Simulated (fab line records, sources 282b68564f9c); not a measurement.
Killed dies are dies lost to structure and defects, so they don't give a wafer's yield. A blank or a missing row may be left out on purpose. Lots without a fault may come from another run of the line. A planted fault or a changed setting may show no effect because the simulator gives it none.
A struck lot beside a sound one | flow rit_cmos | 19 steps out of a route of 202
Sound: wafers L337.3, L337.5, L337.6. Struck: wafers L335.2, L335.5, L335.6. The cause comes at the end.
At each step with rows: each side's tool, then ch and its chambers, then its first start. Under that, the readings that differ: sound wafers | struck wafers | difference of the means | sigmas: that difference in standard deviations of wafers without a fault.
alike: readings whose means differ by less than 2 such deviations, and words and numbers that are the same on both sides. not compared: withheld readings, readings that some wafer has no value for, bounds like >300 that may hide the same value, and numbers for which the record gives no deviation and whose values overlap.
The two part at a step that has a row with sigmas, a row that says differs or no value, or rows on one side only. Numbers that don't overlap but have no deviation are shown without sigmas and don't part them. A reading that every wafer of one side lacks parts them only if that side has two wafers or more.

first, 1 step without rows for these wafers: RIT_SILICIDE_WET_ETCH_00 (etches SiO2 in BOE, target depth 14 nm, time 15 s).
RIT_SILICIDE_SPUTTER_01: material Ti, target thk 30 nm, time 240 s.
  sound on pvd_sputter-01, day 6 05:32; struck on pvd_sputter-04, day 5 20:14
  alike: throttle_valve_pct
RIT_SILICIDE_RS_MEAS_02: measures by four-point-probe.
  sound on film_metro-01, day 6 05:44; struck on film_metro-01, day 5 20:25
  reading                 | sound          | struck         | difference | sigmas
  SILICIDE_TI_RS (ohm/sq) | 47.1 47.3 47.6 | 49.2 49.0 48.7 | +1.6       | +3
RIT_SILICIDE_THK_MEAS_03: measures by xrf.
  sound on film_metro-01, day 6 05:50; struck on film_metro-01, day 5 20:31
  reading              | sound          | struck         | difference | sigmas
  SILICIDE_TI_THK (nm) | 30.2 30.2 30.1 | 29.4 29.5 29.5 | -0.7       | -2
RIT_SILICIDE_RTA_04: time 10 s, ramp up 5 s, ramp down 5 s.
  sound on rtp_anneal-01 ch 0, day 6 05:53; struck on rtp_anneal-01 ch 0, day 5 20:35
  alike: wafer_temp_C_max
then, 1 step without rows for these wafers: RIT_SILICIDE_WET_ETCH_05 (etches Ti in SPM, time 120 s).
RIT_SILICIDE_RTA_06: time 10 s, ramp up 5 s, ramp down 10 s.
  sound on rtp_anneal-02 ch 0, day 6 06:00; struck on rtp_anneal-02 ch 0, day 5 20:42
  alike: wafer_temp_C_max
RIT_CONTACT_CVD_00: deposits SiO2 from TEOS, target thk 400 nm, time 61 s.
  sound on pecvd-04 ch 0,1, day 6 06:02; struck on pecvd-02 ch 0,1, day 5 20:45
  alike: heater_power_w
RIT_CONTACT_THK_MEAS_01:
  sound on film_metro-02, day 6 06:07; struck on film_metro-04, day 5 20:49
  alike: CONTACT_TEOS_THK
then, 3 steps without rows for these wafers: RIT_CONTACT_HMDS_02 (prime time 60 s); RIT_CONTACT_COAT_03 (resist thk 1000 nm); RIT_CONTACT_SOFTBAKE_04 (time 60 s).
RIT_CONTACT_EXPOSE_05: exposes mask M11, target cd 1000 nm.
  sound on iline_stepper-01 ch 0, day 6 06:46; struck on iline_stepper-02 ch 0, day 5 21:23
  reading                         | sound                   | struck               | difference | sigmas
  model.CONTACT.overlay_x_nm (nm) | -0.4971 -0.4971 -0.4971 | -148.6 -148.6 -148.6 | -148.1     |
  alike: mask, exposure_dose_mJ_cm2
then, 2 steps without rows for these wafers: RIT_CONTACT_PEB_06; RIT_CONTACT_DEVELOP_07 (develop time 120 s).
RIT_CONTACT_CD_MEAS_08: target cd 1000 nm.
  sound on cd_sem-02, day 6 07:17; struck on cd_sem-02, day 5 21:55
  alike: cd_nm
RIT_CONTACT_OVL_MEAS_09:
  sound on overlay-01, day 6 07:23; struck on overlay-02, day 5 22:01
  reading          | sound         | struck               | difference | sigmas
  CONTACT_OVL (nm) | -0.6 -1.1 0.9 | -151.1 -150.2 -149.2 | -149.9     | -99 or more
then, 1 step without rows for these wafers: RIT_CONTACT_HARDBAKE_10 (time 60 s).
RIT_M1_PROBE_99:
  sound on prober-01, day 6 12:44; struck on prober-01, day 6 03:43
  reading                                    | sound             | struck            | difference | sigmas
  model.etest.contact_to_gate.bv_right_v (V) | 93.62 94.16 91.2  | 164.8 164.8 162.9 | +71.2      |
  model.etest.contact_to_gate.bv_left_v (V)  | 93.75 89.96 91.62 | 13.78 16.82 15.96 | -76.26     |
  alike: killed_at_M0_to_M3, killed_at_contacts, killed_at_front_end, killed_dies, killed_open, killed_short

WHERE THEY PART
First at RIT_SILICIDE_RS_MEAS_02; last, within this record, at RIT_CONTACT_OVL_MEAS_09. Later steps at which nothing parts them and some readings are alike: RIT_M1_PROBE_99.

WHY: what the simulator had put in
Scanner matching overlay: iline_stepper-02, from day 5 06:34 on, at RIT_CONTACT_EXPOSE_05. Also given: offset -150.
